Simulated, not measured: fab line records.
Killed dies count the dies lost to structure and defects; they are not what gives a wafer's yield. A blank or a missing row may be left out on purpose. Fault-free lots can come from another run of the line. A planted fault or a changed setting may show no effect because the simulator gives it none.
fab line records	flow rit_cmos	part 1 of 2: steps 1 to 44 of 45
record: lots: 7	wafers: 21	last_day: 7
route steps=202 shown GATE@92 REOX@98 NLDD@103 PLDD@114 SPACER@125 NSD@131 PSD@152 M1@202
lots that met no fault: from a run of the same line without faults
start_h: start of the lot's first displayed wafer, in hours after the record's first day	wait_h: how many hours have passed since the lot's step before this one	" the same as in the row above	L1.1+2: a row that stands for several wafers	- no value, or no start given	* or withheld: withheld	< > ~ a bound
route shown NAME@n: names a module that has steps shown in the file, with the first one's number in the route	usual: average and standard deviation across the fault-free wafers	same: alike in all rows	chamber/n: place in a boat	sites: the reading at each site	_std_site: standard deviation of those values	_edge_site: the outer-site mean with the inner-site mean subtracted	radius_mm: for every site, how far away it sits from the centre of the wafer	mask NAME#n: copy n	behind: the most recent tool/chamber to have shaped the wafer	hold: what put the lot on hold/how long, in hours/how the hold closed	device: the n, p or np transistor that did not switch	end of line: the tests these same wafers got at the end of their route	a step given without rows: its recipe and nothing more	killed: the dies lost at the first sort to structure and to defects; this is not the yield of the wafer	map: a wafer's dies, marking killed ones x, the rest . and places with no die _
set.NAME: the run value of the setting; set.NAME@STEP: its run value at that earlier step	model.NAME: the simulator's own value behind a step, which no gauge read
lots at selected steps of the route; one table per step, one row per wafer
services: a tool's chamber out of use, with start hour (start_h, from the record's first day; less than 0 if before it), hours out, and reason
== steps ==
step: RIT_GATE_CD_MEAS_16
recipe: target_cd_nm: 150
usual: cd_nm: 150.4/3
lot.wafer	tool	chamber	start_h	wait_h	cd_nm
L711.3	cd_sem-02	-	59.53	-	153.1
L711.4	"	-	"	"	154.0
L711.5	"	-	"	"	154.0
L717.1	cd_sem-02	-	91.33	-	152.0
L717.2	"	-	"	"	149.1
L717.4	"	-	"	"	150.6
L725.1	cd_sem-02	-	130.12	-	144.7
L725.3	"	-	"	"	145.9
L725.4	"	-	"	"	143.7
L726.3	cd_sem-01	-	137.23	-	151.3
L726.4	"	-	"	"	154.7
L726.5	"	-	"	"	152.4
L727.2	cd_sem-01	-	138.37	-	155.1
L727.4	"	-	"	"	157.0
L727.6	"	-	"	"	155.6
L729.1	cd_sem-01	-	151.25	-	149.9
L729.4	"	-	"	"	152.1
L729.5	"	-	"	"	151.9
L730.3	cd_sem-01	-	158.44	-	149.1
L730.4	"	-	"	"	148.0
L730.5	"	-	"	"	147.6
step: RIT_GATE_OVL_MEAS_17
usual: GATE_OVL: 0.4/1.3
lot.wafer	tool	chamber	start_h	wait_h	GATE_OVL[nm]
L711.3	overlay-02	-	59.63	0.1	1.3
L711.4	"	-	"	"	1.9
L711.5	"	-	"	"	1.8
L717.1	overlay-02	-	91.45	0.1	-1.1
L717.2	"	-	"	"	-1.7
L717.4	"	-	"	"	-0.5
L725.1	overlay-02	-	130.24	0.1	0.6
L725.3	"	-	"	"	1.2
L725.4	"	-	"	"	-0.1
L726.3	overlay-01	-	137.33	0.1	-0.4
L726.4	"	-	"	"	-0.9
L726.5	"	-	"	"	-0.6
L727.2	overlay-02	-	138.47	0.1	-1.3
L727.4	"	-	"	"	-1.4
L727.6	"	-	"	"	-1.6
L729.1	overlay-01	-	151.37	0.1	2.3
L729.4	"	-	"	"	1.5
L729.5	"	-	"	"	0.7
L730.3	overlay-02	-	158.53	0.1	0.2
L730.4	"	-	"	"	-0.4
L730.5	"	-	"	"	-0.1
step: RIT_GATE_HARDBAKE_18
recipe: resist: NOVOLAK	temp_c: 140	time_s: 60
step: RIT_GATE_ETCH_19
recipe: chemistry: SF6/CHF3/O2	time_s: 165	SF6_flow_sccm: 30	CHF3_flow_sccm: 30	O2_flow_sccm: 5	target: poly-Si	pressure_mtorr: 40	rf_w: 160	target_depth_a: 3125	over_etch_frac: 0.25	stop_on: SiO2
usual: drypump_motor_current_A: 5.7/0.48	oes_product_au: 0.850/0.013	throttle_valve_pct: 10.20/0.12
lot.wafer	tool	chamber	start_h	wait_h	drypump_motor_current_A	oes_product_au	rf_hours_counter_h	throttle_valve_pct
L711.3	rie_si-02	0	59.80	0.1	6.2	0.865	144	10.28
L711.4	"	0	"	"	6.1	0.856	-	10.27
L711.5	"	3	"	"	5.4	0.843	-	10.25
L717.1	rie_si-02	3	91.63	0.1	5.4	0.848	0	10.24
L717.2	"	1	"	"	6.0	0.861	119	10.05
L717.4	"	2	"	"	4.9	0.859	0	10.23
L725.1	rie_si-02	2	130.43	0.1	4.9	0.865	1	10.22
L725.3	"	1	"	"	6.0	0.881	119	10.04
L725.4	"	3	"	"	5.4	0.864	1	10.24
L726.3	rie_si-01	2	137.50	0.1	6.1	0.842	101	10.18
L726.4	"	0	"	"	5.0	0.844	4	10.05
L726.5	"	2	"	"	6.2	0.838	-	10.18
L727.2	rie_si-02	1	138.65	0.1	6.1	0.865	119	10.04
L727.4	"	2	"	"	4.9	0.841	-	10.22
L727.6	"	1	"	"	6.0	0.855	-	10.04
L729.1	rie_si-02	1	151.55	0.1	6.0	0.867	120	10.07
L729.4	"	2	"	"	4.9	0.855	-	10.24
L729.5	"	3	"	"	5.4	0.848	-	10.25
L730.3	rie_si-01	0	158.70	0.1	5.0	0.848	4	10.03
L730.4	"	1	"	"	5.5	0.844	34	10.16
L730.5	"	0	"	"	5.0	0.840	-	10.04
step: RIT_GATE_STRIP_20
recipe: chemistry: O2	time_s: 180	resist: NOVOLAK	platen_temp_c: withheld	power_w: 500	pressure_mtorr: 4000	o2_flow_sccm: 4000
usual: drypump_motor_current_A: 5.7/0.37
lot.wafer	tool	chamber	start_h	wait_h	drypump_motor_current_A	rf_hours_counter_h
L711.3	plasma_asher-01	1	59.97	0.1	6.0	-
L711.4	"	0	"	"	5.2	-
L711.5	"	0	"	"	5.2	-
L717.1	plasma_asher-02	0	91.74	0.1	5.8	31
L717.2	"	1	"	"	5.4	31
L717.4	"	0	"	"	5.8	-
L725.1	plasma_asher-01	0	130.54	0.1	5.2	50
L725.3	"	1	"	"	6.0	-
L725.4	"	0	"	"	5.2	-
L726.3	plasma_asher-03	0	137.67	0.1	5.9	-
L726.4	"	1	"	"	6.2	-
L726.5	"	1	"	"	6.2	-
L727.2	plasma_asher-03	0	138.76	0.1	5.9	2
L727.4	"	1	"	"	6.2	-
L727.6	"	1	"	"	6.2	-
L729.1	plasma_asher-02	0	151.66	0.1	5.8	38
L729.4	"	1	"	"	5.4	-
L729.5	"	0	"	"	5.8	-
L730.3	plasma_asher-01	0	158.87	0.1	5.2	-
L730.4	"	1	"	"	6.1	-
L730.5	"	0	"	"	5.2	-
step: RIT_GATE_CD_MEAS_90
recipe: target_cd_nm: 150
usual: cd_nm: 150/3
lot.wafer	tool	chamber	start_h	wait_h	cd_nm
L711.3	cd_sem-01	-	60.12	0.1	153
L711.4	"	-	"	"	154
L711.5	"	-	"	"	154
L717.1	cd_sem-01	-	91.92	0.1	152
L717.2	"	-	"	"	149
L717.4	"	-	"	"	150
L725.1	cd_sem-01	-	130.71	0.1	145
L725.3	"	-	"	"	146
L725.4	"	-	"	"	144
L726.3	cd_sem-01	-	137.82	0.1	151
L726.4	"	-	"	"	154
L726.5	"	-	"	"	152
L727.2	cd_sem-01	-	138.96	0.1	155
L727.4	"	-	"	"	157
L727.6	"	-	"	"	156
L729.1	cd_sem-01	-	151.84	0.1	150
L729.4	"	-	"	"	152
L729.5	"	-	"	"	151
L730.3	cd_sem-02	-	159.02	0.1	149
L730.4	"	-	"	"	148
L730.5	"	-	"	"	148
step: RIT_REOX_CLEAN_00
recipe: chemistry: SC1	mix: 3:3:50	time_s: 600	temp_c: 75
step: RIT_REOX_CLEAN_01
recipe: chemistry: dHF	dilution: 50:1	time_s: 30
step: RIT_REOX_CLEAN_02
recipe: chemistry: SC2	mix: 3:3:50	time_s: 586.1	temp_c: 75	dry: n2_spin
step: RIT_REOX_OXIDATION_03
recipe: temp_c: 900	ambient: O2	target_thk_a: 252	ox_time_s: 5580
step: RIT_REOX_THK_MEAS_04
recipe: reads: SiO2_of_REOX_OXIDATION_03
usual: REOX_OXIDE_THK: 25.1/0.46
lot.wafer	tool	chamber	start_h	wait_h	REOX_OXIDE_THK[nm]
L711.3	film_metro-01	-	64.25	0.0	25.8
L711.4	"	-	"	"	26.0
L711.5	"	-	"	"	26.0
L717.1	film_metro-01	-	95.04	0.0	24.6
L717.2	"	-	"	"	24.9
L717.4	"	-	"	"	25.4
L725.1	film_metro-03	-	136.40	0.0	25.7
L725.3	"	-	"	"	25.9
L725.4	"	-	"	"	25.8
L726.3	film_metro-01	-	141.31	0.0	24.7
L726.4	"	-	"	"	24.8
L726.5	"	-	"	"	24.8
L727.2	film_metro-03	-	144.10	0.0	25.6
L727.4	"	-	"	"	25.5
L727.6	"	-	"	"	25.3
L729.1	film_metro-01	-	155.46	0.0	24.9
L729.4	"	-	"	"	24.6
L729.5	"	-	"	"	24.5
L730.3	film_metro-01	-	162.22	0.0	24.5
L730.4	"	-	"	"	24.8
L730.5	"	-	"	"	25.1
step: RIT_NLDD_HMDS_00
recipe: prime_time_s: 60	prime_temp_c: 140
step: RIT_NLDD_COAT_01
recipe: resist: NOVOLAK	spin_rpm: 3250	resist_thk_nm: 1000
usual: chill_plate_temp_C: 22.99/0.1	dispense_pressure_kPa: 49.6/1.5
lot.wafer	tool	chamber	start_h	wait_h	chill_plate_temp_C	dispense_pressure_kPa
L711.3	litho_track-03	0	64.49	0.1	22.80	47.1
L711.4	"	0	"	"	23.02	47.0
L711.5	"	0	"	"	22.86	47.0
L717.1	litho_track-01	0	95.25	0.1	22.76	50.3
L717.2	"	0	"	"	23.03	50.3
L717.4	"	0	"	"	23.02	50.4
L725.1	litho_track-01	-	136.61	0.1	-	-
L725.3	"	-	"	"	-	-
L725.4	"	-	"	"	-	-
L726.3	litho_track-01	-	141.55	0.1	-	-
L726.4	"	-	"	"	-	-
L726.5	"	-	"	"	-	-
L727.2	litho_track-02	-	144.33	0.1	-	-
L727.4	"	-	"	"	-	-
L727.6	"	-	"	"	-	-
L729.1	litho_track-02	0	155.68	0.1	22.95	50.6
L729.4	"	0	"	"	22.95	50.5
L729.5	"	0	"	"	22.99	50.6
L730.3	litho_track-01	0	162.46	0.1	22.90	50.3
L730.4	"	0	"	"	22.97	50.3
L730.5	"	0	"	"	22.94	50.3
step: RIT_NLDD_SOFTBAKE_02
recipe: resist: NOVOLAK	temp_c: 90	time_s: 60
step: RIT_NLDD_EXPOSE_03
recipe: mask_id: M7	na: 0.57	target_cd_nm: 40700	dose_mj: 250
step: RIT_NLDD_PEB_04
recipe: resist: NOVOLAK	temp_c: withheld	time_s: withheld
step: RIT_NLDD_DEVELOP_05
recipe: resist: NOVOLAK	develop_time_s: 50	dev_temp_c: 23
step: RIT_NLDD_OVL_MEAS_06
usual: NLDD_OVL: -0.2/1.6
lot.wafer	tool	chamber	start_h	wait_h	NLDD_OVL[nm]
L711.3	overlay-01	-	65.27	-	-1.4
L711.4	"	-	"	"	-0.6
L711.5	"	-	"	"	-2.4
L717.1	overlay-01	-	95.95	-	2.2
L717.2	"	-	"	"	2.8
L717.4	"	-	"	"	3.5
L725.1	overlay-02	-	137.31	-	-
L725.3	"	-	"	"	-
L725.4	"	-	"	"	-
L726.3	overlay-02	-	142.34	-	-
L726.4	"	-	"	"	-
L726.5	"	-	"	"	-
L727.2	overlay-01	-	145.01	-	-
L727.4	"	-	"	"	-
L727.6	"	-	"	"	-
L729.1	overlay-02	-	156.50	-	0.0
L729.4	"	-	"	"	0.2
L729.5	"	-	"	"	1.1
L730.3	overlay-02	-	163.32	-	-2.5
L730.4	"	-	"	"	-2.9
L730.5	"	-	"	"	-2.2
step: RIT_NLDD_HARDBAKE_07
recipe: resist: NOVOLAK	temp_c: 140	time_s: 60
step: RIT_NLDD_IMPLANT_08
recipe: species: P	energy_kev: 20	dose_cm2: 5e+14	tilt_deg: 7
step: RIT_NLDD_STRIP_09
recipe: chemistry: O2	time_s: 180	resist: NOVOLAK	platen_temp_c: withheld	power_w: 500	pressure_mtorr: 4000	o2_flow_sccm: 4000
usual: drypump_motor_current_A: 5.80/0.29
lot.wafer	tool	chamber	start_h	wait_h	drypump_motor_current_A	rf_hours_counter_h
L711.3	plasma_asher-04	0	65.66	0.1	5.99	-
L711.4	"	1	"	"	5.57	-
L711.5	"	1	"	"	5.59	-
L717.1	plasma_asher-03	0	96.29	0.1	5.87	45
L717.2	"	1	"	"	6.15	45
L717.4	"	1	"	"	6.15	-
L725.1	plasma_asher-04	0	137.65	0.1	5.99	47
L725.3	"	1	"	"	5.53	-
L725.4	"	0	"	"	5.98	-
L726.3	plasma_asher-01	1	142.72	0.1	6.03	-
L726.4	"	0	"	"	5.22	-
L726.5	"	1	"	"	6.04	-
L727.2	plasma_asher-04	1	145.34	0.1	5.57	47
L727.4	"	1	"	"	5.58	-
L727.6	"	0	"	"	5.99	-
L729.1	plasma_asher-03	0	156.84	0.1	5.90	4
L729.4	"	1	"	"	6.15	-
L729.5	"	1	"	"	6.16	-
L730.3	plasma_asher-04	0	163.74	0.1	5.95	-
L730.4	"	1	"	"	5.54	-
L730.5	"	0	"	"	5.96	-
step: RIT_NLDD_TW_MEAS_10
usual: NLDD_TW: 2510/14
lot.wafer	tool	chamber	start_h	wait_h	NLDD_TW
L711.3	film_metro-01	-	65.79	0.1	2486
L711.4	"	-	"	"	2494
L711.5	"	-	"	"	2496
L717.1	film_metro-04	-	96.46	0.1	2492
L717.2	"	-	"	"	2496
L717.4	"	-	"	"	2498
L725.1	film_metro-04	-	137.82	0.1	2511
L725.3	"	-	"	"	2521
L725.4	"	-	"	"	2522
L726.3	film_metro-04	-	142.86	0.1	2517
L726.4	"	-	"	"	2516
L726.5	"	-	"	"	2498
L727.2	film_metro-04	-	145.52	0.1	2489
L727.4	"	-	"	"	2484
L727.6	"	-	"	"	2502
L729.1	film_metro-02	-	157.01	0.1	2515
L729.4	"	-	"	"	2513
L729.5	"	-	"	"	2523
L730.3	film_metro-02	-	163.88	0.1	2525
L730.4	"	-	"	"	2513
L730.5	"	-	"	"	2512
step: RIT_PLDD_HMDS_00
recipe: prime_time_s: 60	prime_temp_c: 140
step: RIT_PLDD_COAT_01
recipe: resist: NOVOLAK	spin_rpm: 3276	resist_thk_nm: 1000
step: RIT_PLDD_SOFTBAKE_02
recipe: resist: NOVOLAK	temp_c: 90	time_s: 60
step: RIT_PLDD_EXPOSE_03
recipe: mask_id: M8	na: 0.57	target_cd_nm: 40900	dose_mj: 250
step: RIT_PLDD_PEB_04
recipe: resist: NOVOLAK	temp_c: withheld	time_s: withheld
step: RIT_PLDD_DEVELOP_05
recipe: resist: NOVOLAK	develop_time_s: 50	dev_temp_c: 23
step: RIT_PLDD_OVL_MEAS_06
usual: PLDD_OVL: 0.9/1.5
lot.wafer	tool	chamber	start_h	wait_h	PLDD_OVL[nm]
L711.3	overlay-01	-	66.69	-	2.9
L711.4	"	-	"	"	3.5
L711.5	"	-	"	"	4.0
L717.1	overlay-01	-	97.37	-	2.0
L717.2	"	-	"	"	2.1
L717.4	"	-	"	"	2.0
L725.1	overlay-01	-	138.73	-	1.2
L725.3	"	-	"	"	1.5
L725.4	"	-	"	"	1.4
L726.3	overlay-02	-	143.89	-	-0.6
L726.4	"	-	"	"	-0.7
L726.5	"	-	"	"	-0.6
L727.2	overlay-01	-	146.43	-	3.2
L727.4	"	-	"	"	1.7
L727.6	"	-	"	"	1.2
L729.1	overlay-02	-	158.05	-	3.0
L729.4	"	-	"	"	1.9
L729.5	"	-	"	"	1.0
L730.3	overlay-02	-	164.78	-	-0.7
L730.4	"	-	"	"	0.4
L730.5	"	-	"	"	1.2
step: RIT_PLDD_HARDBAKE_07
recipe: resist: NOVOLAK	temp_c: 140	time_s: 60
step: RIT_PLDD_IMPLANT_08
recipe: species: BF2	energy_kev: 20	dose_cm2: 9e+14	tilt_deg: 7
step: RIT_PLDD_STRIP_09
recipe: chemistry: O2	time_s: 180	resist: NOVOLAK	platen_temp_c: withheld	power_w: 500	pressure_mtorr: 4000	o2_flow_sccm: 4181
usual: drypump_motor_current_A: 5.69/0.29
lot.wafer	tool	chamber	start_h	wait_h	drypump_motor_current_A	rf_hours_counter_h
L711.3	plasma_asher-01	0	67.08	0.1	5.19	-
L711.4	"	1	"	"	6.00	-
L711.5	"	0	"	"	5.21	-
L717.1	plasma_asher-01	1	97.71	0.1	6.02	46
L717.2	"	0	"	"	5.21	46
L717.4	"	1	"	"	6.02	-
L725.1	plasma_asher-04	0	139.07	0.1	5.96	47
L725.3	"	0	"	"	5.96	-
L725.4	"	1	"	"	5.59	-
L726.3	plasma_asher-04	1	144.27	0.1	5.55	-
L726.4	"	0	"	"	5.97	-
L726.5	"	1	"	"	5.58	-
L727.2	plasma_asher-02	0	146.76	0.1	5.80	38
L727.4	"	1	"	"	5.38	-
L727.6	"	0	"	"	5.78	-
L729.1	plasma_asher-04	1	158.38	0.1	5.58	49
L729.4	"	0	"	"	5.99	-
L729.5	"	1	"	"	5.58	-
L730.3	plasma_asher-02	1	165.16	0.1	5.37	-
L730.4	"	0	"	"	5.80	-
L730.5	"	1	"	"	5.38	-
step: RIT_PLDD_TW_MEAS_10
usual: PLDD_TW: 2364/12
lot.wafer	tool	chamber	start_h	wait_h	PLDD_TW
L711.3	film_metro-01	-	67.21	0.1	2356
L711.4	"	-	"	"	2355
L711.5	"	-	"	"	2346
L717.1	film_metro-04	-	97.88	0.1	2365
L717.2	"	-	"	"	2360
L717.4	"	-	"	"	2353
L725.1	film_metro-02	-	139.24	0.1	2900
L725.3	"	-	"	"	2891
L725.4	"	-	"	"	2885
L726.3	film_metro-01	-	144.40	0.1	2910
L726.4	"	-	"	"	2906
L726.5	"	-	"	"	2906
L727.2	film_metro-04	-	146.94	0.1	2864
L727.4	"	-	"	"	2871
L727.6	"	-	"	"	2872
L729.1	film_metro-01	-	158.56	0.1	2360
L729.4	"	-	"	"	2376
L729.5	"	-	"	"	2355
L730.3	film_metro-01	-	165.30	0.1	2367
L730.4	"	-	"	"	2356
L730.5	"	-	"	"	2371
step: RIT_SPACER_CLEAN_00
recipe: chemistry: SC1	mix: 3:3:50	time_s: 600	temp_c: 75
step: RIT_SPACER_CLEAN_01
recipe: chemistry: dHF	dilution: 50:1	time_s: 30
step: RIT_SPACER_CLEAN_02
recipe: chemistry: SC2	mix: 3:3:50	time_s: 600	temp_c: 75	dry: n2_spin
step: RIT_SPACER_CVD_03
recipe: material: Si3N4	target_thk_nm: 250	temp_c: 810	precursor: SiH2Cl2/NH3	time_s: 3300	pressure_mtorr: 300	sih2cl2_flow_sccm: 60	nh3_flow_sccm: 150
step: RIT_SPACER_THK_MEAS_04
recipe: reads: Si3N4_of_SPACER_CVD_03
usual: SPACER_NITRIDE_THK: 251.5/2.1
lot.wafer	tool	chamber	start_h	wait_h	SPACER_NITRIDE_THK[nm]
L711.3	film_metro-03	-	69.57	0.0	249.3
L711.4	"	-	"	"	251.1
L711.5	"	-	"	"	249.8
L717.1	film_metro-02	-	100.23	0.0	252.5
L717.2	"	-	"	"	253.5
L717.4	"	-	"	"	256.5
L725.1	film_metro-02	-	141.60	0.0	254.4
L725.3	"	-	"	"	255.1
L725.4	"	-	"	"	253.2
L726.3	film_metro-02	-	146.75	0.0	254.1
L726.4	"	-	"	"	255.7
L726.5	"	-	"	"	254.9
L727.2	film_metro-03	-	149.49	0.0	247.1
L727.4	"	-	"	"	249.9
L727.6	"	-	"	"	248.0
L729.1	film_metro-02	-	161.09	0.0	249.2
L729.4	"	-	"	"	251.7
L729.5	"	-	"	"	249.9
L730.3	film_metro-01	-	167.86	0.0	250.7
L730.4	"	-	"	"	249.5
L730.5	"	-	"	"	249.8
step: RIT_SPACER_ETCHBACK_05
recipe: target_depth_a: 2500	SF6_flow_sccm: 30	CHF3_flow_sccm: 30	target: Si3N4	chemistry: SF6/CHF3	pressure_mtorr: 40	rf_w: 250	time_s: 240	stop_on: SiO2
usual: drypump_motor_current_A: 5.6/0.52	oes_product_au: 0.845/0.016	throttle_valve_pct: 10.30/0.14
lot.wafer	tool	chamber	start_h	wait_h	drypump_motor_current_A	oes_product_au	rf_hours_counter_h	throttle_valve_pct
L711.3	rie_diel-04	1	69.61	0.0	5.7	0.842	157	10.25
L711.4	"	0	"	"	5.7	0.843	75	10.28
L711.5	"	3	"	"	4.7	0.855	-	10.07
L717.1	rie_diel-01	3	100.29	0.1	5.8	0.830	8	10.30
L717.2	"	2	"	"	5.8	0.857	6	10.38
L717.4	"	0	"	"	6.5	0.851	2	10.33
L725.1	rie_diel-02	2	141.66	0.1	4.8	0.849	77	10.37
L725.3	"	3	"	"	6.2	0.848	16	10.04
L725.4	"	1	"	"	5.9	0.828	9	10.38
L726.3	rie_diel-01	1	146.79	0.0	5.7	0.831	68	10.44
L726.4	"	0	"	"	6.5	0.864	2	10.35
L726.5	"	0	"	"	6.5	0.852	-	10.33
L727.2	rie_diel-02	0	149.54	0.0	6.2	0.849	143	10.48
L727.4	"	1	"	"	5.9	0.832	9	10.37
L727.6	"	0	"	"	6.2	0.849	-	10.48
L729.1	rie_diel-02	2	161.15	0.1	4.8	0.830	77	10.37
L729.4	"	3	"	"	6.2	0.843	16	10.03
L729.5	"	0	"	"	6.2	0.864	-	10.47
L730.3	rie_diel-04	2	167.90	0.0	5.1	0.859	1	10.37
L730.4	"	3	"	"	4.7	0.857	107	10.07
L730.5	"	0	"	"	5.7	0.840	-	10.29
step: RIT_NSD_HMDS_00
recipe: prime_time_s: 60	prime_temp_c: 140
step: RIT_NSD_COAT_01
recipe: resist: NOVOLAK	spin_rpm: 3250	resist_thk_nm: 1000
step: RIT_NSD_SOFTBAKE_02
recipe: resist: NOVOLAK	temp_c: 90	time_s: 60
step: RIT_NSD_TW_MEAS_10
usual: NSD_TW: 3156/16
lot.wafer	tool	chamber	start_h	wait_h	NSD_TW
L711.3	film_metro-01	-	71.27	0.1	3143
L711.4	"	-	"	"	3134
L711.5	"	-	"	"	3137
L717.1	film_metro-01	-	101.80	0.1	3128
L717.2	"	-	"	"	3157
L717.4	"	-	"	"	3149
L725.1	film_metro-01	-	143.30	0.1	3374
L725.3	"	-	"	"	3373
L725.4	"	-	"	"	3375
L726.3	film_metro-01	-	148.32	0.1	3340
L726.4	"	-	"	"	3343
L726.5	"	-	"	"	3357
L727.2	film_metro-01	-	151.21	0.1	3375
L727.4	"	-	"	"	3352
L727.6	"	-	"	"	3354
L729.1	film_metro-01	-	162.87	0.1	3170
L729.4	"	-	"	"	3135
L729.5	"	-	"	"	3163
L730.3	film_metro-02	-	169.56	0.1	3172
L730.4	"	-	"	"	3160
L730.5	"	-	"	"	3186
step: RIT_PSD_TW_MEAS_10
usual: PSD_TW: 3458/19
lot.wafer	tool	chamber	start_h	wait_h	PSD_TW
L711.3	film_metro-04	-	72.90	0.1	3468
L711.4	"	-	"	"	3472
L711.5	"	-	"	"	3451
L717.1	film_metro-02	-	103.44	0.1	3505
L717.2	"	-	"	"	3510
L717.4	"	-	"	"	3475
L725.1	film_metro-01	-	144.94	0.1	3520
L725.3	"	-	"	"	3540
L725.4	"	-	"	"	3531
L726.3	film_metro-01	-	149.74	0.1	3525
L726.4	"	-	"	"	3527
L726.5	"	-	"	"	3525
L727.2	film_metro-02	-	152.63	0.1	3558
L727.4	"	-	"	"	3527
L727.6	"	-	"	"	3554
L729.1	film_metro-01	-	164.57	0.1	3455
L729.4	"	-	"	"	3450
L729.5	"	-	"	"	3487
L730.3	film_metro-01	-	171.10	0.1	3458
L730.4	"	-	"	"	3480
L730.5	"	-	"	"	3431
== key ==
first_sign: step: RIT_NLDD_COAT_01	reading: tool_record	direction: missing
effect: step: RIT_NLDD_OVL_MEAS_06	reading: NLDD_OVL	direction: missing
effect: step: RIT_PLDD_TW_MEAS_10	reading: PLDD_TW	direction: up	sigmas: 44	usual: 2364	struck: 2889
effect: step: RIT_NSD_TW_MEAS_10	reading: NSD_TW	direction: up	sigmas: 13	usual: 3156	struck: 3360
effect: step: RIT_PSD_TW_MEAS_10	reading: PSD_TW	direction: up	sigmas: 4	usual: 3458	struck: 3534
effect: step: RIT_M1_PROBE_99	reading: killed_at_front_end	direction: up	sigmas: 81	usual: 7	struck: 264
more_kills_born_at: RIT_NLDD_EXPOSE_03@iline_stepper-01: 1552	RIT_NLDD_EXPOSE_03@iline_stepper-02: 776
met_at RIT_NLDD_COAT_01
struck_wafers L725.1,L725.3,L725.4,L726.3,L726.4,L726.5,L727.2,L727.4,L727.6
tester_left_out L725,L726,L727
onset_between 95.25 136.61
fault: kind: skipped_step_whole	tool: litho_track-01,litho_track-02	chamber: -	onset_h: 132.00	steps: RIT_NLDD_COAT_01	scope: struck_lots_only
tester_left_out: of these lots the tester's yield and bins aren't shown, on N5 and GAA mostly nor the transistor test; their killed dies are dies lost to structure and defects alone, not to doping, threshold or leakage, so they don't give the yield
